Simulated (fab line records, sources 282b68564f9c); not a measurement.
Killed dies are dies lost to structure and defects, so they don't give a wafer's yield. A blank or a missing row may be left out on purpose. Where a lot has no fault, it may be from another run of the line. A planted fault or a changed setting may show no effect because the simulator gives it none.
fab line records + flow rit-cmos
[record]
- lots = 7
- wafers = 21
- last-day = 7
route steps=202 shown M1@188
lots with no fault: from the same line, run without faults
start-h: hours from the record's opening day to when the first of the lot's shown wafers began + wait-h: how many hours have passed since the lot's step before this one + " the same as in the row above + L1.1+2: several wafers, shown together as one row + - no value present, or no start provided + * or withheld: withheld + < > ~ a bound
route shown NAME@n: a module of which the file shows steps, and the number in the route of the first + usual: mean and standard deviation over wafers with no fault + same: alike in all rows + chamber/n: place in a boat + sites: each site's reading + _std_site: the values' standard deviation + _edge_site: mean of outer sites minus mean of inner sites + radius-mm: for every site, how far away it sits from the centre of the wafer + mask NAME#n: copy n + behind: the last tool/chamber to shape the wafer + hold: the reason the lot was held/the length of the hold in hours/how it ended + device: names the non-switching transistor (n, p or np) + end of line: the tests these same wafers got at the end of their route + step lacking rows: just its recipe + killed: count of dies lost to structure and defects at first sort (not the wafer's yield) + map: per-die view of a wafer (x killed, . not killed, _ where there is no die)
set.NAME: the run value of the setting; set.NAME@STEP: its run value at that earlier step + model.NAME: the simulator's own value behind a step, which no gauge read
lots at some steps of the route; a table a step, a row a wafer
services: when a tool's chamber went out of use (start-h, in hours from the record's first day, below 0 if earlier), for how many hours, and the reason
[[steps]]
[step RIT_M1_COAT_04]
[recipe]
- resist = NOVOLAK
- spin-rpm = 2000
- resist-thk-nm = 1300
[step RIT_M1_SOFTBAKE_05]
[recipe]
- resist = NOVOLAK
- temp-c = 90
- time-s = 60
[step RIT_M1_EXPOSE_06]
[recipe]
- mask-id = M12
- na = 0.6
- source-shape = conventional
- sigma-outer = 0.5
- target-cd-nm = 2600
- dose-mj = 250
[step RIT_M1_PEB_07]
[recipe]
- resist = NOVOLAK
- temp-c = withheld
- time-s = withheld
[step RIT_M1_DEVELOP_08]
[recipe]
- resist = NOVOLAK
- develop-time-s = 68
- dev-temp-c = 23
[step RIT_M1_CD_MEAS_09]
[recipe]
- target-cd-nm = 2600
[usual]
- cd-nm = 2599.4/2.2
| lot.wafer | tool      | chamber | start-h | wait-h | cd-nm  |
|-----------|-----------|---------|---------|--------|--------|
| L687.1    | cd-sem-02 | -       | 69.97   | -      | 2599.3 |
| L687.3    | "         | -       | "       | "      | 2596.6 |
| L687.6    | "         | -       | "       | "      | 2596.9 |
| L694.2    | cd-sem-02 | -       | 111.56  | -      | 2601.6 |
| L694.4    | "         | -       | "       | "      | 2598.5 |
| L694.6    | "         | -       | "       | "      | 2601.0 |
| L695.3    | cd-sem-02 | -       | 114.60  | -      | 2602.2 |
| L695.4    | "         | -       | "       | "      | 2599.7 |
| L695.6    | "         | -       | "       | "      | 2600.0 |
| L699.1    | cd-sem-02 | -       | 132.73  | -      | 2597.4 |
| L699.4    | "         | -       | "       | "      | 2599.2 |
| L699.6    | "         | -       | "       | "      | 2601.1 |
| L703.1    | cd-sem-02 | -       | 151.86  | -      | 2599.7 |
| L703.3    | "         | -       | "       | "      | 2599.3 |
| L703.6    | "         | -       | "       | "      | 2599.7 |
| L704.2    | cd-sem-01 | -       | 158.29  | -      | 2595.6 |
| L704.3    | "         | -       | "       | "      | 2597.4 |
| L704.4    | "         | -       | "       | "      | 2598.1 |
| L705.3    | cd-sem-01 | -       | 163.30  | -      | 2602.4 |
| L705.4    | "         | -       | "       | "      | 2602.4 |
| L705.6    | "         | -       | "       | "      | 2600.9 |
[step RIT_M1_OVL_MEAS_10]
[usual]
- M1_OVL = 0.8/1.7
| lot.wafer | tool       | chamber | start-h | wait-h | M1_OVL[nm] |
|-----------|------------|---------|---------|--------|------------|
| L687.1    | overlay-01 | -       | 70.11   | 0.1    | -0.5       |
| L687.3    | "          | -       | "       | "      | 0.7        |
| L687.6    | "          | -       | "       | "      | -1.0       |
| L694.2    | overlay-02 | -       | 111.66  | 0.1    | 1.2        |
| L694.4    | "          | -       | "       | "      | 0.6        |
| L694.6    | "          | -       | "       | "      | 0.0        |
| L695.3    | overlay-02 | -       | 114.69  | 0.1    | 1.8        |
| L695.4    | "          | -       | "       | "      | 1.9        |
| L695.6    | "          | -       | "       | "      | 1.1        |
| L699.1    | overlay-01 | -       | 132.85  | 0.1    | 0.1        |
| L699.4    | "          | -       | "       | "      | -0.7       |
| L699.6    | "          | -       | "       | "      | 1.7        |
| L703.1    | overlay-02 | -       | 151.98  | 0.1    | -0.4       |
| L703.3    | "          | -       | "       | "      | 2.4        |
| L703.6    | "          | -       | "       | "      | -0.2       |
| L704.2    | overlay-01 | -       | 158.40  | 0.1    | 2.5        |
| L704.3    | "          | -       | "       | "      | 2.7        |
| L704.4    | "          | -       | "       | "      | 2.2        |
| L705.3    | overlay-01 | -       | 163.39  | 0.1    | -1.7       |
| L705.4    | "          | -       | "       | "      | -2.0       |
| L705.6    | "          | -       | "       | "      | -0.4       |
[step RIT_M1_HARDBAKE_11]
[recipe]
- resist = NOVOLAK
- temp-c = 140
- time-s = 120
[step RIT_M1_METAL_ETCH_12]
[recipe]
- stop-on = SiO2
- chemistry = Cl2/BCl3
- target = Al
- time-s = 165
- over-etch-frac = 0.5
- pressure-mtorr = 100
- target-depth-a = 6000
- rf-w = 250
- Cl2_flow_sccm = 60
- bcl3-flow-sccm = 50
[usual]
- drypump-motor-current-A = 5.6/0.64
- oes-product-au = 0.777/0.011
- throttle-valve-pct = 8.31/0.12
| lot.wafer | tool         | chamber | start-h | wait-h | drypump-motor-current-A | oes-product-au | rf-hours-counter-h | throttle-valve-pct |
|-----------|--------------|---------|---------|--------|-------------------------|----------------|--------------------|--------------------|
| L687.1    | rie-metal-03 | 1       | 70.39   | 0.2    | 4.9                     | 0.781          | 1                  | 8.43               |
| L687.3    | "            | 1       | "       | "      | 5.0                     | 0.784          | -                  | 8.45               |
| L687.6    | "            | 0       | "       | "      | 5.8                     | 0.785          | -                  | 8.35               |
| L694.2    | rie-metal-04 | 1       | 112.14  | 0.2    | 4.9                     | 0.752          | -                  | 8.37               |
| L694.4    | "            | 1       | "       | "      | 4.8                     | 0.755          | -                  | 8.38               |
| L694.6    | "            | 1       | "       | "      | 4.8                     | 0.754          | -                  | 8.37               |
| L695.3    | rie-metal-02 | 1       | 115.02  | 0.2    | 6.0                     | 0.783          | -                  | 8.11               |
| L695.4    | "            | 0       | "       | "      | 6.5                     | 0.783          | -                  | 8.17               |
| L695.6    | "            | 0       | "       | "      | 6.6                     | 0.776          | -                  | 8.17               |
| L699.1    | rie-metal-03 | 1       | 133.14  | 0.2    | 4.9                     | 0.797          | 1                  | 8.45               |
| L699.4    | "            | 1       | "       | "      | 4.9                     | 0.784          | -                  | 8.43               |
| L699.6    | "            | 1       | "       | "      | 4.9                     | 0.791          | -                  | 8.43               |
| L703.1    | rie-metal-03 | 0       | 152.27  | 0.2    | 5.8                     | 0.776          | 2                  | 8.37               |
| L703.3    | "            | 0       | "       | "      | 5.8                     | 0.784          | -                  | 8.39               |
| L703.6    | "            | 0       | "       | "      | 5.8                     | 0.779          | -                  | 8.37               |
| L704.2    | rie-metal-04 | 1       | 158.68  | 0.2    | 4.8                     | 0.773          | 0                  | 8.37               |
| L704.3    | "            | 0       | "       | "      | 5.9                     | 0.778          | -                  | 8.31               |
| L704.4    | "            | 1       | "       | "      | 4.8                     | 0.781          | -                  | 8.35               |
| L705.3    | rie-metal-02 | 1       | 163.72  | 0.2    | 6.0                     | 0.778          | -                  | 8.10               |
| L705.4    | "            | 0       | "       | "      | 6.5                     | 0.772          | -                  | 8.18               |
| L705.6    | "            | 0       | "       | "      | 6.6                     | 0.777          | -                  | 8.16               |
[step RIT_M1_STRIP_13]
[recipe]
- chemistry = nmp
- resist = NOVOLAK
- temp-c = 80
- time-s = 600
- dry = n2-spin
[step RIT_M1_STRIP_14]
[recipe]
- chemistry = O2
- time-s = 180
- platen-temp-c = withheld
- power-w = 500
- pressure-mtorr = 4000
- o2-flow-sccm = 4000
[usual]
- drypump-motor-current-A = 5.7/0.58
| lot.wafer | tool            | chamber | start-h | wait-h | drypump-motor-current-A | rf-hours-counter-h |
|-----------|-----------------|---------|---------|--------|-------------------------|--------------------|
| L687.1    | plasma-asher-03 | 1       | 70.73   | 0.0    | 5.2                     | 40                 |
| L687.3    | "               | 0       | "       | "      | 5.5                     | -                  |
| L687.6    | "               | 0       | "       | "      | 5.5                     | -                  |
| L694.2    | plasma-asher-03 | 1       | 112.61  | 0.0    | 5.2                     | 45                 |
| L694.4    | "               | 0       | "       | "      | 5.6                     | -                  |
| L694.6    | "               | 0       | "       | "      | 5.6                     | -                  |
| L695.3    | plasma-asher-03 | 0       | 115.37  | 0.1    | 5.6                     | -                  |
| L695.4    | "               | 1       | "       | "      | 5.2                     | -                  |
| L695.6    | "               | 0       | "       | "      | 5.5                     | -                  |
| L699.1    | plasma-asher-03 | 1       | 133.49  | 0.0    | 5.2                     | 48                 |
| L699.4    | "               | 1       | "       | "      | 5.2                     | -                  |
| L699.6    | "               | 0       | "       | "      | 5.5                     | -                  |
| L703.1    | plasma-asher-01 | 0       | 152.62  | 0.0    | 4.9                     | 35                 |
| L703.3    | "               | 1       | "       | "      | 6.6                     | -                  |
| L703.6    | "               | 0       | "       | "      | 4.9                     | -                  |
| L704.2    | plasma-asher-03 | 1       | 159.01  | 0.0    | 5.2                     | 51                 |
| L704.3    | "               | 0       | "       | "      | 5.5                     | -                  |
| L704.4    | "               | 1       | "       | "      | 5.2                     | -                  |
| L705.3    | plasma-asher-04 | 1       | 164.08  | 0.1    | 6.2                     | -                  |
| L705.4    | "               | 0       | "       | "      | 5.7                     | -                  |
| L705.6    | "               | 1       | "       | "      | 6.2                     | -                  |
[step RIT_M1_CD_MEAS_90]
[recipe]
- target-cd-nm = 2600
[usual]
- cd-nm = 2600.3/3
| lot.wafer | tool      | chamber | start-h | wait-h | cd-nm  |
|-----------|-----------|---------|---------|--------|--------|
| L687.1    | cd-sem-01 | -       | 70.90   | 0.1    | 2599.7 |
| L687.3    | "         | -       | "       | "      | 2598.3 |
| L687.6    | "         | -       | "       | "      | 2602.0 |
| L694.2    | cd-sem-02 | -       | 112.80  | 0.1    | 2602.8 |
| L694.4    | "         | -       | "       | "      | 2600.3 |
| L694.6    | "         | -       | "       | "      | 2601.9 |
| L695.3    | cd-sem-01 | -       | 115.53  | 0.1    | 2602.9 |
| L695.4    | "         | -       | "       | "      | 2599.2 |
| L695.6    | "         | -       | "       | "      | 2600.3 |
| L699.1    | cd-sem-02 | -       | 133.67  | 0.1    | 2597.5 |
| L699.4    | "         | -       | "       | "      | 2599.1 |
| L699.6    | "         | -       | "       | "      | 2601.8 |
| L703.1    | cd-sem-02 | -       | 152.80  | 0.1    | 2601.8 |
| L703.3    | "         | -       | "       | "      | 2602.3 |
| L703.6    | "         | -       | "       | "      | 2601.5 |
| L704.2    | cd-sem-02 | -       | 159.21  | 0.1    | 2593.9 |
| L704.3    | "         | -       | "       | "      | 2593.6 |
| L704.4    | "         | -       | "       | "      | 2597.1 |
| L705.3    | cd-sem-01 | -       | 164.24  | 0.1    | 2603.4 |
| L705.4    | "         | -       | "       | "      | 2603.8 |
| L705.6    | "         | -       | "       | "      | 2603.1 |
[step RIT_M1_ANNEAL_15]
[recipe]
- temp-c = 450
- time-s = 1800
- ambient = forming_gas_H2N2
[usual]
- spike-tc-centre-C = 452.1/1
- spike-tc-load-C = 467.4/1
- spike-tc-source-C = 465.9/0.98
- tube-center-temp-C = 450.01/0.039
- tube_center_temp_C_max = 451.17/0.2
- zone-power-centre-pct = 20.92/0.19
- zone-power-load-pct = 6.20/0.057
- zone-power-source-pct = 6.14/0.06
| lot.wafer | tool       | chamber | start-h | wait-h | spike-tc-centre-C | spike-tc-load-C | spike-tc-source-C | tube-center-temp-C | tube_center_temp_C_max | zone-power-centre-pct | zone-power-load-pct | zone-power-source-pct |
|-----------|------------|---------|---------|--------|-------------------|-----------------|-------------------|--------------------|------------------------|-----------------------|---------------------|-----------------------|
| L687.1    | furnace-02 | 0       | 71.02   | 0.1    | 453.2             | 467.9           | 466.9             | 450.07             | 451.38                 | 21.36                 | 6.18                | 6.16                  |
| L687.3    | "          | 0       | "       | "      | 452.1             | 468.2           | 465.8             | 450.06             | 451.09                 | 20.74                 | 6.26                | 6.11                  |
| L687.6    | "          | 0       | "       | "      | 453.0             | 469.0           | 466.2             | 450.01             | 451.22                 | 20.84                 | 6.24                | 6.18                  |
| L694.2    | furnace-02 | 0       | 112.90  | 0.1    | 450.7             | 468.3           | 466.7             | 450.09             | 451.22                 | 20.93                 | 6.09                | 6.05                  |
| L694.4    | "          | 0       | "       | "      | 452.1             | 466.3           | 466.2             | 450.08             | 451.16                 | 21.08                 | 6.24                | 6.06                  |
| L694.6    | "          | 0       | "       | "      | 451.0             | 468.8           | 466.0             | 449.96             | 451.17                 | 20.71                 | 6.22                | 6.12                  |
| L695.3    | furnace-02 | 0       | 115.61  | 0.1    | 452.4             | 466.1           | 465.2             | 449.93             | 450.99                 | 20.98                 | 6.17                | 6.17                  |
| L695.4    | "          | 0       | "       | "      | 452.3             | 468.8           | 466.7             | 450                | 451.19                 | 20.93                 | 6.19                | 6.16                  |
| L695.6    | "          | 0       | "       | "      | 450.9             | 467.9           | 465.9             | 450.01             | 451.33                 | 20.95                 | 6.19                | 6.03                  |
| L699.1    | furnace-02 | 0       | 133.79  | 0.1    | 451.7             | 467.9           | 467.5             | 450.05             | 451.50                 | 20.95                 | 6.19                | 6.02                  |
| L699.4    | "          | 0       | "       | "      | 452.0             | 466.8           | 464.8             | 449.96             | 451.18                 | 20.47                 | 6.22                | 6.20                  |
| L699.6    | "          | 0       | "       | "      | 451.4             | 467.1           | 464.4             | 449.98             | 451.14                 | 20.57                 | 6.22                | 6.14                  |
| L703.1    | furnace-02 | 0       | 152.92  | 0.1    | 422.5             | 438.3           | 436.7             | 420                | 421.13                 | 19.47                 | 5.55                | 5.44                  |
| L703.3    | "          | 0       | "       | "      | 420.6             | 435.4           | 435.5             | 419.98             | 421.32                 | 19.19                 | 5.35                | 5.51                  |
| L703.6    | "          | 0       | "       | "      | 422.2             | 434.2           | 436.9             | 419.97             | 421.01                 | 19.40                 | 5.53                | 5.46                  |
| L704.2    | furnace-02 | 0       | 159.31  | 0.1    | 423.4             | 437.4           | 434.3             | 420.01             | 421.13                 | 19.64                 | 5.50                | 5.40                  |
| L704.3    | "          | 0       | "       | "      | 422.2             | 434.6           | 436.5             | 419.97             | 421.31                 | 19.31                 | 5.44                | 5.46                  |
| L704.4    | "          | 0       | "       | "      | 420.8             | 438.3           | 432.9             | 420.05             | 421.35                 | 19.15                 | 5.44                | 5.48                  |
| L705.3    | furnace-02 | 0       | 164.32  | 0.1    | 422.1             | 435.5           | 435.8             | 420.08             | 420.94                 | 19.69                 | 5.52                | 5.39                  |
| L705.4    | "          | 0       | "       | "      | 422.2             | 435.5           | 433.0             | 420.02             | 421.18                 | 19.57                 | 5.51                | 5.36                  |
| L705.6    | "          | 0       | "       | "      | 421.4             | 438.1           | 435.7             | 419.94             | 420.97                 | 19.29                 | 5.41                | 5.47                  |
[step RIT_M1_BOW_MEAS_16]
[recipe]
- mode = bow
[usual]
- M1_BOW = 18/6.9
| lot.wafer | tool          | chamber | start-h | wait-h | M1_BOW[um] |
|-----------|---------------|---------|---------|--------|------------|
| L687.1    | film-metro-04 | -       | 72.52   | 0.0    | 11         |
| L687.3    | "             | -       | "       | "      | -1         |
| L687.6    | "             | -       | "       | "      | 22         |
| L694.2    | film-metro-04 | -       | 114.42  | 0.0    | 12         |
| L694.4    | "             | -       | "       | "      | 11         |
| L694.6    | "             | -       | "       | "      | 18         |
| L695.3    | film-metro-02 | -       | 117.15  | 0.0    | 16         |
| L695.4    | "             | -       | "       | "      | 10         |
| L695.6    | "             | -       | "       | "      | 26         |
| L699.1    | film-metro-04 | -       | 135.29  | 0.0    | 16         |
| L699.4    | "             | -       | "       | "      | 2          |
| L699.6    | "             | -       | "       | "      | 9          |
| L703.1    | film-metro-02 | -       | 154.42  | 0.0    | 3          |
| L703.3    | "             | -       | "       | "      | 17         |
| L703.6    | "             | -       | "       | "      | 20         |
| L704.2    | film-metro-02 | -       | 160.83  | 0.0    | 27         |
| L704.3    | "             | -       | "       | "      | 28         |
| L704.4    | "             | -       | "       | "      | 8          |
| L705.3    | film-metro-02 | -       | 165.86  | 0.0    | 8          |
| L705.4    | "             | -       | "       | "      | 20         |
| L705.6    | "             | -       | "       | "      | 12         |
[step RIT_M1_PROBE_99]
[usual]
- defect-limited-yield = 97.4/1.1
- killed-at-contacts = 0.1/0.3
- killed-at-front-end = 6.9/2.9
- killed-dies = 7.0/2.9
- killed-open = 3.3/2
- killed-short = 3.7/2
- sort_bin_3_pad_short = 0.1/0.22
- sort_bin_5_function = 1.5/0.81
- sort_bin_6_memory = 1.0/0.64
- sort-n-pass = 257.0/2.9
- sort-yield-pct = 97.4/1.1
[same]
- gross-dies = 264
- killed_at_M0_to_M3 = 0
- killed_at_M4_up = 0
- killed-at-back-side = 0
- killed-at-other = 0
| lot.wafer | tool      | chamber | start-h | wait-h | defect-limited-yield[%] | killed-at-contacts | killed-at-front-end | killed-dies | killed-open | killed-short | sort_bin_3_pad_short[%] | sort_bin_5_function[%] | sort_bin_6_memory[%] | sort-n-pass | sort-yield-pct[%] | model.etest.nmos_0p15.junction-log10-a-um | model.etest.contact-ppoly.rc-ohm | model.etest.contact-pplus.rc-ohm | model.etest.contact-nplus.rc-ohm | model.etest.contact-npoly.rc-ohm |
|-----------|-----------|---------|---------|--------|-------------------------|--------------------|---------------------|-------------|-------------|--------------|-------------------------|------------------------|----------------------|-------------|-------------------|-------------------------------------------|----------------------------------|----------------------------------|----------------------------------|----------------------------------|
| L687.1    | prober-02 | -       | 72.64   | 0.1    | 97.7                    | 0                  | 6                   | 6           | 4           | 2            | 0                       | 1.5                    | 0.8                  | 258.0       | 97.7              | -13.52                                    | 1.409                            | 1.432                            | 1.41                             | 1.402                            |
| L687.3    | prober-02 | -       | 72.74   | 0.2    | 97.3                    | 0                  | 7                   | 7           | 7           | 0            | 0                       | 1.5                    | 1.1                  | 257.0       | 97.3              | -13.5                                     | 1.401                            | 1.364                            | 1.405                            | 1.428                            |
| L687.6    | prober-02 | -       | 72.89   | 0.2    | 95.5                    | 0                  | 12                  | 12          | 7           | 5            | 0.4                     | 2.3                    | 1.9                  | 252.0       | 95.5              | -13.48                                    | 1.45                             | 1.361                            | 1.369                            | 1.364                            |
| L694.2    | prober-02 | -       | 114.57  | 0.1    | 94.3                    | 0                  | 15                  | 15          | 7           | 8            | 0.4                     | 3.4                    | 1.9                  | 249.0       | 94.3              | -13.41                                    | 1.405                            | 1.398                            | 1.423                            | 1.362                            |
| L694.4    | prober-02 | -       | 114.67  | 0.2    | 95.1                    | 0                  | 13                  | 13          | 5           | 8            | 0.4                     | 2.7                    | 1.9                  | 251.0       | 95.1              | -13.31                                    | 1.371                            | 1.404                            | 1.356                            | 1.393                            |
| L694.6    | prober-02 | -       | 114.77  | 0.2    | 96.6                    | 0                  | 9                   | 9           | 4           | 5            | 0                       | 2.7                    | 0.8                  | 255.0       | 96.6              | -13.32                                    | 1.325                            | 1.369                            | 1.371                            | 1.43                             |
| L695.3    | prober-01 | -       | 117.33  | 0.2    | 98.5                    | 0                  | 4                   | 4           | 1           | 3            | 0                       | 0.4                    | 1.1                  | 260.0       | 98.5              | -13.38                                    | 1.347                            | 1.386                            | 1.37                             | 1.375                            |
| L695.4    | prober-01 | -       | 117.38  | 0.2    | 97.0                    | 0                  | 8                   | 8           | 3           | 5            | 0                       | 2.3                    | 0.8                  | 256.0       | 97.0              | -13.32                                    | 1.38                             | 1.375                            | 1.349                            | 1.346                            |
| L695.6    | prober-01 | -       | 117.48  | 0.2    | 98.1                    | 0                  | 5                   | 5           | 3           | 2            | 0.4                     | 0.4                    | 1.1                  | 259.0       | 98.1              | -13.61                                    | 1.398                            | 1.34                             | 1.403                            | 1.39                             |
| L699.1    | prober-01 | -       | 135.41  | 0.1    | 97.3                    | 0                  | 7                   | 7           | 2           | 5            | 0.4                     | 0.4                    | 1.9                  | 257.0       | 97.3              | -13.65                                    | 1.363                            | 1.364                            | 1.353                            | 1.394                            |
| L699.4    | prober-01 | -       | 135.56  | 0.2    | 98.9                    | 0                  | 3                   | 3           | 1           | 2            | 0                       | 1.1                    | 0                    | 261.0       | 98.9              | -13.5                                     | 1.366                            | 1.442                            | 1.39                             | 1.43                             |
| L699.6    | prober-01 | -       | 135.66  | 0.2    | 97.3                    | 0                  | 7                   | 7           | 5           | 2            | 0                       | 1.9                    | 0.8                  | 257.0       | 97.3              | -13.44                                    | 1.386                            | 1.396                            | 1.327                            | 1.339                            |
| L703.1    | prober-01 | -       | 154.54  | 0.1    | 97.3                    | 1                  | 6                   | 7           | 3           | 4            | 0                       | 1.9                    | 0.8                  | 257.0       | 97.3              | -13.72                                    | 1.593                            | 1.578                            | 1.479                            | 1.551                            |
| L703.3    | prober-01 | -       | 154.64  | 0.2    | 97.3                    | 0                  | 7                   | 7           | 3           | 4            | 0                       | 1.1                    | 1.5                  | 257.0       | 97.3              | -13.84                                    | 1.548                            | 1.503                            | 1.485                            | 1.493                            |
| L703.6    | prober-01 | -       | 154.79  | 0.2    | 98.1                    | 1                  | 4                   | 5           | 2           | 3            | 0                       | 0.8                    | 1.1                  | 259.0       | 98.1              | -13.59                                    | 1.511                            | 1.556                            | 1.502                            | 1.497                            |
| L704.2    | prober-01 | -       | 160.98  | 0.1    | 98.1                    | 0                  | 5                   | 5           | 3           | 2            | 0.4                     | 1.1                    | 0.4                  | 259.0       | 98.1              | -13.62                                    | 1.536                            | 1.54                             | 1.565                            | 1.504                            |
| L704.3    | prober-01 | -       | 161.03  | 0.2    | 98.5                    | 0                  | 4                   | 4           | 2           | 2            | 0.4                     | 0.8                    | 0.4                  | 260.0       | 98.5              | -13.55                                    | 1.564                            | 1.532                            | 1.511                            | 1.515                            |
| L704.4    | prober-01 | -       | 161.08  | 0.2    | 97.0                    | 0                  | 8                   | 8           | 4           | 4            | 0                       | 2.3                    | 0.8                  | 256.0       | 97.0              | -13.76                                    | 1.556                            | 1.53                             | 1.613                            | 1.536                            |
| L705.3    | prober-02 | -       | 166.04  | 0.2    | 98.1                    | 0                  | 5                   | 5           | 3           | 2            | 0                       | 0.8                    | 1.1                  | 259.0       | 98.1              | -13.76                                    | 1.49                             | 1.516                            | 1.485                            | 1.518                            |
| L705.4    | prober-02 | -       | 166.09  | 0.2    | 95.8                    | 2                  | 9                   | 11          | 3           | 8            | 1.5                     | 0.4                    | 2.3                  | 253.0       | 95.8              | -13.7                                     | 1.527                            | 1.554                            | 1.537                            | 1.462                            |
| L705.6    | prober-02 | -       | 166.19  | 0.2    | 97.3                    | 0                  | 7                   | 7           | 1           | 6            | 0.4                     | 1.5                    | 0.8                  | 257.0       | 97.3              | -13.68                                    | 1.449                            | 1.417                            | 1.511                            | 1.488                            |
// killed by level:class
L687.1 FOX1:geometric-particle:short=2 GATE:geometric-particle:open=2 FOX1:geometric-particle:open=1 SPACER:geometric-particle:open=1
L687.3 GATE:geometric-particle:open=4 FOX2:geometric-particle:open=2 SILICIDE:geometric-particle:open=1
L687.6 REOX:geometric-particle:open=3 GATE:geometric-particle:short=2 SPACER:geometric-particle:open=2 FOX1:geometric-particle:open=1 FOX2:geometric-particle:short=1 SPACER:geometric-particle:short=1 SILICIDE:geometric-particle:open=1 SILICIDE:geometric-particle:short=1
L694.2 GATE:geometric-particle:open=4 SPACER:geometric-particle:short=3 FOX1:geometric-particle:short=2 SPACER:geometric-particle:open=2 GATE:geometric-particle:short=1 SILICIDE:geometric-particle:short=1 STARTING-WAFER:geometric-particle:open=1 STARTING-WAFER:geometric-particle:short=1
L694.4 GATE:geometric-particle:short=4 GATE:geometric-particle:open=3 SPACER:geometric-particle:short=2 FOX1:geometric-particle:open=1 FOX2:geometric-particle:open=1 REOX:geometric-particle:short=1 SILICIDE:geometric-particle:short=1
L694.6 FOX1:geometric-particle:short=3 SPACER:geometric-particle:open=2 FOX1:geometric-particle:open=1 GATE:geometric-particle:short=1 GATE:geometric-particle:open=1 SPACER:geometric-particle:short=1
L695.3 FOX2:geometric-particle:short=3 REOX:geometric-particle:open=1
L695.4 GATE:geometric-particle:short=3 REOX:geometric-particle:open=2 FOX1:geometric-particle:open=1 FOX2:geometric-particle:short=1 REOX:geometric-particle:short=1
L695.6 FOX1:geometric-particle:short=1 FOX1:geometric-particle:open=1 GATE:geometric-particle:open=1 GATE:geometric-particle:short=1 REOX:geometric-particle:open=1
L699.1 GATE:geometric-particle:short=2 SPACER:geometric-particle:short=2 FOX1:geometric-particle:short=1 REOX:geometric-particle:open=1 SPACER:geometric-particle:open=1
L699.4 FOX1:geometric-particle:open=1 GATE:geometric-particle:short=1 REOX:geometric-particle:short=1
L699.6 SPACER:geometric-particle:open=2 FOX1:geometric-particle:short=1 FOX1:geometric-particle:open=1 GATE:geometric-particle:short=1 REOX:geometric-particle:open=1 SILICIDE:geometric-particle:open=1
L703.1 GATE:geometric-particle:short=2 SPACER:geometric-particle:open=2 FOX1:geometric-particle:short=1 GATE:geometric-particle:open=1 CONTACT:geometric-particle:short=1
L703.3 GATE:geometric-particle:short=3 FOX1:geometric-particle:short=1 GATE:geometric-particle:open=1 SPACER:geometric-particle:open=1 SILICIDE:geometric-particle:open=1
L703.6 GATE:geometric-particle:open=2 GATE:geometric-particle:short=2 CONTACT:geometric-particle:short=1
L704.2 GATE:geometric-particle:open=2 GATE:geometric-particle:short=1 REOX:geometric-particle:open=1 SILICIDE:geometric-particle:short=1
L704.3 GATE:geometric-particle:short=2 FOX1:geometric-particle:open=1 SPACER:geometric-particle:open=1
L704.4 GATE:geometric-particle:open=4 REOX:geometric-particle:short=2 FOX2:geometric-particle:short=1 GATE:geometric-particle:short=1
L705.3 GATE:geometric-particle:open=3 GATE:geometric-particle:short=1 SPACER:geometric-particle:short=1
L705.4 SPACER:geometric-particle:short=3 GATE:geometric-particle:short=2 GATE:geometric-particle:open=2 CONTACT:geometric-particle:short=2 REOX:geometric-particle:short=1 SPACER:geometric-particle:open=1
L705.6 GATE:geometric-particle:short=4 SPACER:geometric-particle:short=2 SPACER:geometric-particle:open=1
[[services]]
| tool            | chamber | start-h | hours | kind       |
|-----------------|---------|---------|-------|------------|
| rie-metal-04    | 0       | 59.40   | 90.1  | repair     |
| plasma-asher-01 | -       | 78.99   | 1.2   | repair     |
| rie-metal-02    | -       | 79.01   | 0.3   | repair     |
| rie-metal-04    | 1       | 84.29   | 11.0  | repair     |
| plasma-asher-04 | -       | 100.62  | 2.8   | pm         |
| plasma-asher-01 | -       | 101.44  | 14.6  | pm         |
| plasma-asher-04 | -       | 108.75  | 9.0   | pm         |
| plasma-asher-04 | 0       | 108.75  | 9.0   | vent-cycle |
| plasma-asher-04 | 1       | 108.75  | 9.0   | vent-cycle |
| plasma-asher-04 | 0       | 117.75  | -     | clean      |
| plasma-asher-04 | 1       | 117.75  | -     | clean      |
| plasma-asher-04 | -       | 126.64  | 2.2   | repair     |
| rie-metal-04    | -       | 136.12  | 20.0  | pm         |
| rie-metal-04    | 0       | 136.12  | 20.0  | vent-cycle |
| rie-metal-04    | 1       | 136.12  | 20.0  | vent-cycle |
| rie-metal-04    | 0       | 156.12  | -     | clean      |
| rie-metal-04    | 1       | 156.12  | -     | clean      |
[[key]]
[first-sign]
- step = RIT_M1_ANNEAL_15
- reading = tube-center-temp-C
- direction = down
- sigmas = 99+
- usual = *
- struck = *
[effect]
- step = RIT_M1_ANNEAL_15
- reading = tube_center_temp_C_max
- direction = down
- sigmas = 99+
- usual = *
- struck = *
[model-effect]
- step = RIT_M1_PROBE_99
- value = etest.nmos_0p15.junction-log10-a-um
- without = -13.52
- struck = -13.69
met-at RIT_M1_ANNEAL_15
struck-wafers L703.1,L703.3,L703.6,L704.2,L704.3,L704.4,L705.3,L705.4,L705.6
onset-between 133.79 152.92
[fault]
- kind = process-parameter-drift
- tool = furnace-02
- chamber = -
- onset-h = 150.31
- steps = RIT_M1_ANNEAL_15
- channel = temp-c
- offset = *
- shape = step
- end-h = 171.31
- stated = *
